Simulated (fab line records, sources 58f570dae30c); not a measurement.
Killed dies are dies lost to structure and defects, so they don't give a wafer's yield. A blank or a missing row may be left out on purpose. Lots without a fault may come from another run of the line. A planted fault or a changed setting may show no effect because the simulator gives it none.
Which tool did it? | flow berkeley_cmos170 | 7 lots, 21 wafers sampled, at 1 step of a route of 331

WHAT THE GAUGES READ, wafer by wafer
UCB170_GATE_THK_MEAS_02.
lot  | measured     | on            | GATE_OXIDE_THK (nm)
L320 | day 7 10:25  | film_metro-02 | 6.65 6.79 6.73
L322 | day 7 21:14  | film_metro-04 | 6.69 6.64 6.78
L326 | day 8 05:53  | film_metro-04 | 6.62 6.50 6.44
L324 | day 8 05:57  | film_metro-02 | 6.60 6.50 6.61
L328 | day 9 06:47  | film_metro-03 | 6.45 6.50 6.46
L334 | day 10 17:31 | film_metro-04 | 6.53 6.54 6.63
L339 | day 11 06:16 | film_metro-04 | 6.43 6.45 6.43

WHICH TOOL RAN EACH LOT (tool, then ch and the chambers of the sampled wafers, then the start)
The record holds no process step before these readings.

THE ANSWER, worked out from the rows above alone
Rule: what is usual is taken from the lots themselves. Put in order of their means at a reading, lots are off if they are a third of the lots or fewer, leave a main group of 4 or more, and stand apart from it by a gap of 3 or more times the standard deviation of the main group's means; of several such gaps the widest counts. A main group whose means are all the same, to the digits that the tables above print for the reading, isn't used. A lot without any number at a reading at which 4 lots or more have one is off too. The other lots that the step has rows for count as sound.
No lot is off at any reading shown: from this, nothing can be told.

WHAT THE SIMULATOR HAD PUT IN
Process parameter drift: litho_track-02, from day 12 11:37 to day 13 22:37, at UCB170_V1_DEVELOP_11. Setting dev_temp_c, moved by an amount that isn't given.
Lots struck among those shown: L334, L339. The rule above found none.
